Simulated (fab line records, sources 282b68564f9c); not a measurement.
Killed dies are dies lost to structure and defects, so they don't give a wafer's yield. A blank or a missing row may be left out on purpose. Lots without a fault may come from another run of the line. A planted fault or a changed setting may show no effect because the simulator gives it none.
fab line records | flow rit_cmos
record lots=13 wafers=39 last_day=7
route steps=202 shown CONTACT@168 M1@202
lots that met no fault: from a run of the same line without faults
start_h: hours from the record's first day to the start of the lot's first wafer shown | wait_h: hours since the lot's step before | " the same as in the row above | L1.1+2: a row that stands for several wafers | - no value, or no start given | * or withheld: withheld | < > ~ a bound
route shown NAME@n: a module of which the file shows steps, and the number in the route of the first | usual: mean/standard deviation of fault-free wafers | same: alike in all rows | chamber/n: place in a boat | sites: the reading at each site | _std_site: their standard deviation | _edge_site: outer sites' mean less inner sites' | radius_mm: how far each site lies from the wafer's centre | mask NAME#n: copy n | behind: the tool/chamber that last shaped the wafer | hold: why the lot was held/for how many hours/how that ended | device: the transistor (n, p or np) that didn't switch | end of line: the same wafers' tests at the end of the route | a step without rows: its recipe alone | killed: dies lost to structure and defects at the first sort, not the wafer's yield | map: a wafer's dies, x killed, . not, _ none there
set.NAME: the setting as run; set.NAME@STEP: as run at that earlier step | model.NAME: the simulator's own value behind a step, which no gauge read
steps of the route over a sample of lots; a table a step, a row a wafer
services: from which hour (start_h, from the record's first day; less than 0 if before it) a tool's chamber was out of use, for how many hours, and why
## steps
# step RIT_CONTACT_CVD_00
# recipe material=SiO2 target_thk_nm=400 precursor=TEOS temp_c=390 time_s=61 rf_w=400
# usual heater_power_w=356/65 rf_fwd_power_W=396.3/1.9 run_length_s=88.7/0.72 susceptor_temp_C=389.98/0.2
# columns lot.wafer tool chamber start_h wait_h heater_power_w rf_fwd_power_W run_length_s susceptor_temp_C
L828.2 pecvd-04 1 50.03 0.0 336 394.8 87.8 390.14
L828.4 " 2 " " 366 399.4 88.2 389.77
L828.5 " 0 " " 374 394.8 88.7 389.89
L829.1 pecvd-03 1 57.48 0.1 454 397.1 88.3 390.12
L829.4 " 0 " " 274 394.7 88.4 389.93
L829.6 " 2 " " 251 398.1 89.5 390.13
L830.1 pecvd-02 2 61.99 0.1 448 395.2 89.0 389.95
L830.4 " 1 " " 328 395.9 88.8 390.13
L830.6 " 2 " " 442 395.6 89.1 390.28
L831.1 pecvd-04 1 66.57 0.1 327 394.6 87.6 390.13
L831.4 " 1 " " 338 394.1 87.4 390.11
L831.6 " 2 " " 283 395.4 88.1 390.04
L832.2 pecvd-03 1 71.91 0.0 397 399.0 88.3 390.13
L832.3 " 2 " " 342 397.0 89.4 390.05
L832.4 " 1 " " 433 399.1 88.3 390.01
L833.1 pecvd-02 1 79.02 0.1 303 395.6 88.6 389.86
L833.3 " 0 " " 288 400.3 89.6 389.73
L833.4 " 2 " " 470 398.7 90.2 390.19
L834.1 pecvd-04 1 81.87 0.1 287 394.0 87.4 389.97
L834.2 " 0 " " 445 396.7 88.2 390.06
L834.3 " 2 " " 347 398.3 88.1 389.79
L835.2 pecvd-03 0 90.47 0.0 292 395.3 88.3 390.22
L835.3 " 2 " " 324 394.8 89.5 389.86
L835.4 " 1 " " 454 397.2 87.9 390.09
L840.2 pecvd-04 2 109.73 0.0 334 399.6 88.2 389.61
L840.4 " 2 " " 347 400.1 88.4 390.15
L840.5 " 1 " " 356 - 75.7 -
L843.1 pecvd-04 0 126.01 0.1 387 397.5 88.0 389.98
L843.4 " 1 " " 268 - 75.3 -
L843.5 " 2 " " 333 399.7 88.3 389.97
L847.1 pecvd-03 2 146.09 0.1 291 396.4 89.6 390.43
L847.2 " 1 " " 507 396.0 88.6 389.96
L847.4 " 0 " " 255 394.5 89.1 389.99
L848.2 pecvd-02 2 154.36 0.0 414 395.3 89.1 390.21
L848.5 " 0 " " 250 395.9 90.0 389.78
L848.6 " 2 " " 426 394.4 89.1 390.32
L850.1 pecvd-03 2 162.45 0.1 288 397.7 89.8 389.89
L850.5 " 0 " " 342 393.9 88.3 389.53
L850.6 " 1 " " 507 396.8 88.1 389.94
# step RIT_CONTACT_THK_MEAS_01
# recipe reads=SiO2_of_CONTACT_CVD_00
# usual CONTACT_TEOS_THK=402/5.5
# columns lot.wafer tool chamber start_h wait_h CONTACT_TEOS_THK[nm]
L828.2 film_metro-01 - 50.09 0.0 402
L828.4 " - " " 412
L828.5 " - " " 411
L829.1 film_metro-04 - 57.53 0.0 397
L829.4 " - " " 407
L829.6 " - " " 400
L830.1 film_metro-03 - 62.04 0.0 404
L830.4 " - " " 410
L830.6 " - " " 411
L831.1 film_metro-03 - 66.62 0.0 404
L831.4 " - " " 406
L831.6 " - " " 415
L832.2 film_metro-04 - 71.97 0.0 392
L832.3 " - " " 392
L832.4 " - " " 395
L833.1 film_metro-03 - 79.07 0.0 403
L833.3 " - " " 394
L833.4 " - " " 401
L834.1 film_metro-01 - 81.92 0.0 394
L834.2 " - " " 402
L834.3 " - " " 402
L835.2 film_metro-03 - 90.53 0.0 397
L835.3 " - " " 396
L835.4 " - " " 405
L840.2 film_metro-01 - 109.79 0.0 406
L840.4 " - " " 408
L840.5 " - " " 327
L843.1 film_metro-01 - 126.06 0.0 395
L843.4 " - " " 321
L843.5 " - " " 407
L847.1 film_metro-01 - 146.14 0.0 397
L847.2 " - " " 391
L847.4 " - " " 404
L848.2 film_metro-04 - 154.42 0.0 402
L848.5 " - " " 405
L848.6 " - " " 405
L850.1 film_metro-04 - 162.50 0.0 385
L850.5 " - " " 400
L850.6 " - " " 399
# step RIT_M1_PROBE_99
# usual killed_at_M0_to_M3=0.0/0.14 killed_at_contacts=0.1/0.27 killed_at_front_end=7.2/2.9 killed_dies=7.3/2.9 killed_open=3.6/1.9 killed_short=3.8/1.9
# same gross_dies=264 killed_at_M4_up=0 killed_at_back_side=0 killed_at_other=0
# columns lot.wafer tool chamber start_h wait_h killed_at_M0_to_M3 killed_at_contacts killed_at_front_end killed_dies killed_open killed_short
L840.2 prober-01 - 116.09 0.1 0 0 8 8 2 6
L840.4 prober-01 - 116.19 0.2 0 0 3 3 1 2
L840.5 prober-01 - 116.24 0.2 0 0 4 4 3 1
L843.1 prober-02 - 132.28 0.1 0 1 3 4 4 0
L843.4 prober-02 - 132.43 0.2 0 0 7 7 2 5
L843.5 prober-02 - 132.48 0.2 0 0 7 7 3 4
# killed by level:class
L840.2 GATE:geometric_particle:short=5 FOX2:geometric_particle:open=1 FOX2:geometric_particle:short=1 REOX:geometric_particle:open=1
L840.4 GATE:geometric_particle:short=1 GATE:geometric_particle:open=1 REOX:geometric_particle:short=1
L840.5 GATE:geometric_particle:open=2 FOX1:geometric_particle:open=1 SILICIDE:geometric_particle:short=1
L843.1 FOX1:geometric_particle:open=1 GATE:geometric_particle:open=1 SPACER:geometric_particle:open=1 CONTACT:geometric_particle:open=1
L843.4 GATE:geometric_particle:short=3 GATE:geometric_particle:open=2 FOX1:geometric_particle:short=1 SILICIDE:geometric_particle:short=1
L843.5 GATE:geometric_particle:short=3 GATE:geometric_particle:open=2 REOX:geometric_particle:open=1 SILICIDE:geometric_particle:short=1
## services
# columns tool chamber start_h hours kind
pecvd-03 2 59.32 6.2 repair
pecvd-02 - 90.73 0.6 repair
pecvd-02 0 118.53 25.6 repair
pecvd-04 - 132.78 1.5 repair
## key
first_sign step=RIT_CONTACT_CVD_00 reading=run_length_s direction=down sigmas=18 usual=* struck=*
effect step=RIT_CONTACT_THK_MEAS_01 reading=CONTACT_TEOS_THK direction=down sigmas=14 usual=402 struck=324
met_at RIT_CONTACT_CVD_00
struck_lots L840,L843
struck_wafers L840.5,L843.4
tester_left_out L840,L843
onset_between 81.87 109.73
fault kind=process_parameter_drift tool=pecvd-04 chamber=1 onset_h=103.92 steps=RIT_CONTACT_CVD_00 channel=time_s offset=* shape=step end_h=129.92 stated=*
# tester_left_out: of these lots the tester's yield and bins aren't shown, on N5 and GAA mostly nor the transistor test; their killed dies are dies lost to structure and defects alone, not to doping, threshold or leakage, so they don't give the yield
